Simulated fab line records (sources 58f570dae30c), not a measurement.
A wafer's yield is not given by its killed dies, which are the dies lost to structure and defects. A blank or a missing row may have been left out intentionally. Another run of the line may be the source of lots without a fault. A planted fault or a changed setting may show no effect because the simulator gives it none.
fab line records ; flow berkeleyCmos170
[record] lots = 15; wafers = 45; lastDay = 12
route steps=331 shown PWELL@51 M2@285 V2@307 M3@328
lots that met no fault: taken from a fault-free run of the same line
startH: the number of hours between the record's first day and the start of the first shown wafer of the lot ; waitH: hours elapsed since this lot's preceding step ; " identical to the entry in the row above ; L1.1+2: a single row standing in for several wafers ; - value missing, or start not given ; * or withheld: withheld ; < > ~ a bound
route shown NAME@n: NAME is a module with steps in the file, n the number in the route of the first one ; usual: average and standard deviation across the fault-free wafers ; same: alike in all rows ; chamber/n: place in a boat ; sites: readings site by site ; _std_site: how widely they spread, as a standard deviation ; _edge_site: mean of outer sites minus mean of inner sites ; radiusMm: for every site, how far away it sits from the centre of the wafer ; mask NAME#n: copy n ; behind: the most recent tool/chamber to have shaped the wafer ; hold: reason for holding the lot/hours on hold/outcome of the hold ; device: the n, p or np transistor that did not switch ; end of line: the tests these same wafers got at the end of their route ; a step given without rows: its recipe and nothing more ; killed: not the wafer's yield, but the dies lost to structure and defects at the first sort ; map: per-die view of a wafer (x killed, . not killed, _ where there is no die)
set.NAME: the setting the step ran with; set.NAME@STEP: the setting that earlier step ran with ; model.NAME: the simulator's own value behind a step, which no gauge read
one table for each step of the route and one row for each wafer, over a sample of lots
services: from which hour (startH, from the record's first day; less than 0 if before it) a tool's chamber was out of use, for how many hours, and why
[[steps]]
[step UCB170_PWELL_TW_MEAS_17]
[usual] PWELL_TW = 377/3
lot.wafer;tool;chamber;startH;waitH;PWELL_TW
L655.2;filmMetro-01;-;45.06;0.1;379
L655.3;filmMetro-01;-;45.06;0.1;379
L655.6;filmMetro-01;-;45.06;0.1;378
L656.1;filmMetro-01;-;52.37;0.1;379
L656.5;filmMetro-01;-;52.37;0.1;381
L656.6;filmMetro-01;-;52.37;0.1;378
L658.3;filmMetro-04;-;63.74;0.1;379
L658.5;filmMetro-04;-;63.74;0.1;380
L658.6;filmMetro-04;-;63.74;0.1;382
L659.1;filmMetro-04;-;68.29;0.1;379
L659.4;filmMetro-04;-;68.29;0.1;378
L659.5;filmMetro-04;-;68.29;0.1;380
L660.1;filmMetro-04;-;74.84;0.1;380
L660.3;filmMetro-04;-;74.84;0.1;379
L660.4;filmMetro-04;-;74.84;0.1;380
L662.2;filmMetro-03;-;90.87;0.1;376
L662.4;filmMetro-03;-;90.87;0.1;372
L662.5;filmMetro-03;-;90.87;0.1;373
L664.1;filmMetro-03;-;91.26;0.1;373
L664.4;filmMetro-03;-;91.26;0.1;374
L664.6;filmMetro-03;-;91.26;0.1;372
L669.1;filmMetro-01;-;120.64;0.1;378
L669.5;filmMetro-01;-;120.64;0.1;379
L669.6;filmMetro-01;-;120.64;0.1;378
L670.1;filmMetro-01;-;129.51;0.1;376
L670.3;filmMetro-01;-;129.51;0.1;378
L670.6;filmMetro-01;-;129.51;0.1;379
L671.3;filmMetro-04;-;129.78;0.1;375
L671.5;filmMetro-04;-;129.78;0.1;375
L671.6;filmMetro-04;-;129.78;0.1;376
L673.1;filmMetro-01;-;143.96;0.1;378
L673.5;filmMetro-01;-;143.96;0.1;378
L673.6;filmMetro-01;-;143.96;0.1;380
L675.2;filmMetro-04;-;151.67;0.1;377
L675.4;filmMetro-04;-;151.67;0.1;378
L675.6;filmMetro-04;-;151.67;0.1;377
L676.3;filmMetro-01;-;155.63;0.1;379
L676.4;filmMetro-01;-;155.63;0.1;380
L676.6;filmMetro-01;-;155.63;0.1;380
L678.3;filmMetro-03;-;163.05;0.1;373
L678.5;filmMetro-03;-;163.05;0.1;372
L678.6;filmMetro-03;-;163.05;0.1;372
L677.2;filmMetro-03;-;163.34;0.1;373
L677.3;filmMetro-03;-;163.34;0.1;373
L677.5;filmMetro-03;-;163.34;0.1;373
[step UCB170_M2_DEVELOP_14]
[recipe] developer = TMAH; developTimeS = 45; resist = KrF; devTempC = 21
[usual] chillPlateTempC = 23.03/0.11; developTimeS = 45/0; exhaustPa = 45.0/0.95
lot.wafer;tool;chamber;startH;waitH;chillPlateTempC;developTimeS;exhaustPa
L655.2;lithoTrack-02;0;153;-;23.13;45;45.8
L655.3;lithoTrack-02;0;154;-;23.33;45;44.4
L655.6;lithoTrack-02;0;154;-;23.01;45;44.9
L656.1;lithoTrack-02;0;165;-;23.14;45;45.9
L656.5;lithoTrack-02;0;165;-;23.10;45;45.1
L656.6;lithoTrack-02;0;165;-;23.27;45;45.4
L658.3;lithoTrack-02;0;173;-;23.17;45;43.6
L658.5;lithoTrack-02;0;173;-;23.09;45;43.9
L658.6;lithoTrack-02;0;173;-;23.01;45;45.6
L659.1;lithoTrack-01;0;173;-;22.78;45;45.2
L659.4;lithoTrack-01;0;173;-;22.99;45;45.5
L659.5;lithoTrack-01;0;173;-;22.96;45;44.6
L660.1;lithoTrack-02;0;184;-;23.03;45;44.9
L660.3;lithoTrack-02;0;184;-;23.03;45;44.2
L660.4;lithoTrack-02;0;184;-;23.00;45;44.4
L662.2;lithoTrack-02;0;198;-;22.97;45;44.4
L662.4;lithoTrack-02;0;198;-;23.02;45;45.7
L662.5;lithoTrack-02;0;198;-;23.05;45;44.6
L664.1;lithoTrack-03;0;198;-;23.10;45;44.2
L664.4;lithoTrack-03;0;198;-;23.04;45;44.0
L664.6;lithoTrack-03;0;198;-;22.99;45;44.3
L669.1;lithoTrack-02;-;223;-;-;-;-
L669.5;lithoTrack-02;-;223;-;-;-;-
L669.6;lithoTrack-02;-;223;-;-;-;-
L671.3;lithoTrack-01;-;238;-;-;-;-
L671.5;lithoTrack-01;-;238;-;-;-;-
L671.6;lithoTrack-01;-;238;-;-;-;-
L670.1;lithoTrack-03;-;238;-;-;-;-
L670.3;lithoTrack-03;-;238;-;-;-;-
L670.6;lithoTrack-03;-;238;-;-;-;-
L673.1;lithoTrack-03;0;241;-;23.15;45;45.4
L673.5;lithoTrack-03;0;241;-;22.89;45;46.2
L673.6;lithoTrack-03;0;241;-;22.85;45;47.5
L676.3;lithoTrack-01;0;258;-;22.96;45;46.5
L676.4;lithoTrack-01;0;258;-;23.00;45;44.8
L676.6;lithoTrack-01;0;258;-;23.19;45;45.2
L675.2;lithoTrack-02;0;258;-;23.09;45;45.8
L675.4;lithoTrack-02;0;258;-;23.14;45;46.5
L675.6;lithoTrack-02;0;258;-;23.03;45;45.4
L678.3;lithoTrack-03;0;273;-;23.04;45;46.4
L678.5;lithoTrack-03;0;273;-;22.93;45;46.0
L678.6;lithoTrack-03;0;273;-;23.16;45;46.2
L677.2;lithoTrack-01;0;273;-;22.92;45;46.0
L677.3;lithoTrack-01;0;274;-;22.90;45;45.2
L677.5;lithoTrack-01;0;274;-;23.11;45;45.8
[step UCB170_V2_STRIP_15]
[recipe] chemistry = O2; powerW = 400; pressureMtorr = 3500; platenTempC = withheld; o2FlowSccm = 400; overashFraction = 0.5
[usual] drypumpMotorCurrentA = 5.6/0.48; oesProductAu = 0.722/0.0044; stripTimeToEndpointS = 15.33/0.078
lot.wafer;tool;chamber;startH;waitH;drypumpMotorCurrentA;oesProductAu;rfHoursCounterH;stripTimeToEndpointS
L655.2;plasmaAsher-04;0;157.28;0.1;6.3;0.731;50;15.36
L655.3;plasmaAsher-04;1;157.28;0.1;6.0;0.726;-;15.43
L655.6;plasmaAsher-04;0;157.28;0.1;6.3;0.724;-;15.41
L656.1;plasmaAsher-01;1;168.57;0.1;4.8;0.720;6;15.39
L656.5;plasmaAsher-01;1;168.57;0.1;4.8;0.724;-;15.38
L656.6;plasmaAsher-01;0;168.57;0.1;5.9;0.722;-;15.45
L659.1;plasmaAsher-02;1;176.80;0.1;5.4;0.726;38;15.33
L659.4;plasmaAsher-02;0;176.80;0.1;5.2;0.724;-;15.20
L659.5;plasmaAsher-02;0;176.80;0.1;5.2;0.721;-;15.28
L658.3;plasmaAsher-01;1;177.20;0.1;4.8;0.727;-;15.42
L658.5;plasmaAsher-01;1;177.20;0.1;4.8;0.716;-;15.29
L658.6;plasmaAsher-01;0;177.20;0.1;5.8;0.726;-;15.42
L660.1;plasmaAsher-04;0;187.42;0.1;6.3;0.720;53;15.25
L660.3;plasmaAsher-04;0;187.42;0.1;6.2;0.723;-;15.45
L660.4;plasmaAsher-04;1;187.42;0.1;6.1;0.724;-;15.36
L662.2;plasmaAsher-04;1;201.46;0.1;6.1;0.725;55;15.35
L662.4;plasmaAsher-04;0;201.46;0.1;6.3;0.723;-;15.28
L662.5;plasmaAsher-04;0;201.46;0.1;6.3;0.719;-;15.28
L664.1;plasmaAsher-01;0;201.74;0.1;5.9;0.726;10;15.34
L664.4;plasmaAsher-01;1;201.74;0.1;4.8;0.729;-;15.27
L664.6;plasmaAsher-01;1;201.74;0.1;4.8;0.718;-;15.33
L673.1;plasmaAsher-04;0;245.19;0.1;6.3;0.726;60;15.24
L673.5;plasmaAsher-04;1;245.19;0.1;6.1;0.720;-;15.27
L673.6;plasmaAsher-04;0;245.19;0.1;6.2;0.717;-;15.24
L676.3;plasmaAsher-02;0;261.27;0.1;5.2;0.714;-;15.32
L676.4;plasmaAsher-02;1;261.27;0.1;5.4;0.720;-;15.23
L676.6;plasmaAsher-02;1;261.27;0.1;5.4;0.719;-;15.28
L675.2;plasmaAsher-02;0;261.47;0.1;5.2;0.719;47;15.47
L675.4;plasmaAsher-02;0;261.47;0.1;5.2;0.714;-;15.41
L675.6;plasmaAsher-02;0;261.47;0.1;5.2;0.718;-;15.26
L678.3;plasmaAsher-01;1;276.82;0.1;4.8;0.725;-;15.47
L678.5;plasmaAsher-01;1;276.82;0.1;4.8;0.723;-;15.27
L678.6;plasmaAsher-01;0;276.82;0.1;5.9;0.726;-;15.33
L677.2;plasmaAsher-02;0;277.07;0.1;5.2;0.727;50;15.34
L677.3;plasmaAsher-02;0;277.07;0.1;5.2;0.723;-;15.37
L677.5;plasmaAsher-02;1;277.07;0.1;5.4;0.729;-;15.43
[step UCB170_M3_STRIP_19]
[recipe] chemistry = O2; powerW = 400; pressureMtorr = 3500; platenTempC = withheld; o2FlowSccm = 400; overashFraction = 0.5
[usual] drypumpMotorCurrentA = 5.4/0.4; oesProductAu = 0.541/0.0083
lot.wafer;tool;chamber;startH;waitH;drypumpMotorCurrentA;oesProductAu;rfHoursCounterH
L655.2;plasmaAsher-02;1;159.79;0.1;5.4;0.535;36
L655.3;plasmaAsher-02;1;159.79;0.1;5.4;0.545;-
L655.6;plasmaAsher-02;1;159.79;0.1;5.4;0.551;-
L656.1;plasmaAsher-01;1;171.33;0.1;4.8;0.532;7
L656.5;plasmaAsher-01;1;171.33;0.1;4.8;0.530;-
L656.6;plasmaAsher-01;0;171.33;0.1;5.8;0.549;-
L659.1;plasmaAsher-02;0;180.47;0.1;5.2;0.544;38
L659.4;plasmaAsher-02;0;180.47;0.1;5.3;0.545;-
L659.5;plasmaAsher-02;0;180.47;0.1;5.2;0.547;-
L658.3;plasmaAsher-03;0;180.80;0.1;6.0;0.557;-
L658.5;plasmaAsher-03;0;180.80;0.1;6.0;0.547;-
L658.6;plasmaAsher-03;1;180.80;0.1;5.1;0.539;-
L660.1;plasmaAsher-03;0;190.08;0.1;6.0;0.546;45
L660.3;plasmaAsher-03;1;190.08;0.1;5.1;0.547;-
L660.4;plasmaAsher-03;0;190.08;0.1;6.0;0.534;-
L662.2;plasmaAsher-02;1;204.80;0.1;5.3;0.545;41
L662.4;plasmaAsher-02;0;204.80;0.1;5.2;0.533;-
L662.5;plasmaAsher-02;1;204.80;0.1;5.3;0.539;-
L664.1;plasmaAsher-01;0;205.40;0.1;5.9;0.540;11
L664.4;plasmaAsher-01;0;205.40;0.1;5.9;0.538;-
L664.6;plasmaAsher-01;0;205.40;0.1;5.9;0.538;-
L673.1;plasmaAsher-03;0;249.50;0.1;6.0;0.541;51
L673.5;plasmaAsher-03;1;249.50;0.1;5.1;0.548;-
L673.6;plasmaAsher-03;0;249.50;0.1;6.0;0.540;-
L676.3;plasmaAsher-03;0;264.11;0.1;6.0;0.556;-
L676.4;plasmaAsher-03;1;264.11;0.1;5.1;0.542;-
L676.6;plasmaAsher-03;0;264.11;0.1;6.0;0.556;-
L675.2;plasmaAsher-01;0;264.55;0.1;5.9;0.550;18
L675.4;plasmaAsher-01;0;264.55;0.1;5.8;0.538;-
L675.6;plasmaAsher-01;1;264.55;0.1;4.8;0.540;-
L678.3;plasmaAsher-03;1;279.48;0.1;5.1;0.546;-
L678.5;plasmaAsher-03;0;279.48;0.1;6.0;0.547;-
L678.6;plasmaAsher-03;1;279.48;0.1;5.1;0.544;-
L677.2;plasmaAsher-02;0;279.87;0.1;5.2;0.536;50
L677.3;plasmaAsher-02;1;279.87;0.1;5.3;0.543;-
L677.5;plasmaAsher-02;1;279.87;0.1;5.3;0.530;-
[[services]]
tool;chamber;startH;hours;kind
plasmaAsher-04;-;145.39;2.4;repair
plasmaAsher-03;-;245.66;2.8;pm
[[key]]
[firstSign] step = UCB170_M2_DEVELOP_14; reading = toolRecord; direction = missing
effect none on later readings
metAt UCB170_M2_DEVELOP_14
struckLots L669,L670,L671
laterRowsLeftOut L669.1,L669.5,L669.6,L670.1,L670.3,L670.6,L671.3,L671.5,L671.6
sortLeftOut L669.1,L669.5,L669.6,L670.1,L670.3,L670.6,L671.3,L671.5,L671.6
notActingAt UCB170_PWELL_TW_MEAS_17,UCB170_V2_STRIP_15,UCB170_M3_STRIP_19
onsetBetween 198 223
[fault] kind = skippedStepWhole; tool = lithoTrack-01,lithoTrack-02,lithoTrack-03; chamber = -; onsetH = 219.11; steps = UCB170_M2_DEVELOP_14; scope = struckLotsOnly
// sortLeftOut: the simulated sort isn't trusted on such a fault, so these wafers' sort isn't shown, and their yield isn't known
// laterRowsLeftOut: the simulator's readings of these wafers behind a module that went badly wrong aren't trusted and aren't shown, but for the sort
